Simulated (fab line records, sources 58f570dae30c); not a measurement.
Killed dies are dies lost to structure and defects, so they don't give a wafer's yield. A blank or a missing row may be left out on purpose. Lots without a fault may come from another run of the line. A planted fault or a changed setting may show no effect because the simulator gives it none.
Problem report in the 8D (eight disciplines) form, filled by code | flow berkeley_cmos170 | the parts of the form that need people (team, actions taken, sign-off) are left out

1. THE PROBLEM
PLDD_OVL at UCB170_PLDD_OVL_MEAS_07 reads a mean of 293 nm on 12 wafers of 4 lots; wafers without a fault read 4 nm with a standard deviation of 6.2. That is +47 standard deviations from the usual mean.
First seen on wafer L581.2, day 7 01:33, on overlay-01. The record holds 39 wafers of 13 lots with a number at this step. Rule for "out", or "out of limits": more than 4 standard deviations from the usual mean. The other wafers with a number count as sound.

2. WHAT IT IS AND WHAT IT IS NOT
question                    | is                     | is not
which readings at this step | PLDD_OVL               | -
which lots                  | L581, L582, L586, L588 | L577, L578, L580, L590, L595, L596, L597, L599, L600
which wafers of those lots  | all that have a number | -
read on which gauges        | overlay-01, overlay-02 | -
when                        | from day 7 01:33       | up to then (9 sound wafers); but 18 sound wafers of L590, L595, L596, L597, L599, L600 came after

3. SUSPECTS, AND WHAT RULES EACH OUT
Counting: a tool at a process step up to the reading stays a suspect if it ran every lot that is out and no sound lot after the first of them.
- the gauge at UCB170_PLDD_OVL_MEAS_07: ruled out. The wafers that are out were read on 2 gauges (overlay-01, overlay-02).
- krf_scanner-01 at UCB170_PLDD_EXPOSE_03 (exposes mask PSELECT, target cd 1200 nm): kept. It ran every lot that is out, first L581 (day 7 00:41), and no sound lot after that; its last sound lot up to then is L580 (day 6 08:11).
Left after counting: krf_scanner-01 at UCB170_PLDD_EXPOSE_03.

4. THE CAUSE (what the simulator had put in)
Scanner matching overlay: krf_scanner-01, from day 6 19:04 on, at UCB170_PLDD_EXPOSE_03. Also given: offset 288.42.
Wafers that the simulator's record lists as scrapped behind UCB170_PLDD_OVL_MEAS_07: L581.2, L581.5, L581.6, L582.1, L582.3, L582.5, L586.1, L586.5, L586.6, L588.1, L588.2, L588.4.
Counting left only this tool.

5. THE CHAIN OF EFFECTS, in route order
Each row: a reading whose mean over the struck wafers that have a number lies more than 3 standard deviations from the usual. Only readings for which the record gives a usual standard deviation are gone through. hours: the time from each lot's start at the first step in this table that gives one to its start at this step, as a median over the lots. sigmas: the change in usual standard deviations.
hours | step                    | reading  | usual | on struck wafers | change | sigmas
0     | UCB170_PLDD_OVL_MEAS_07 | PLDD_OVL | 4 nm  | 293              | +289   | +47

6. WHAT WOULD HAVE CAUGHT IT SOONER
In this record the first reading out of limits at a measuring or inspecting step was taken at day 7 01:33, 6 hours after the fault began at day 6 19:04.
Of the lots that are out (4), L582, L586, L588 began UCB170_PLDD_EXPOSE_03 on krf_scanner-01 after day 7 01:33. A hold on the tool at that time would have spared those 3.
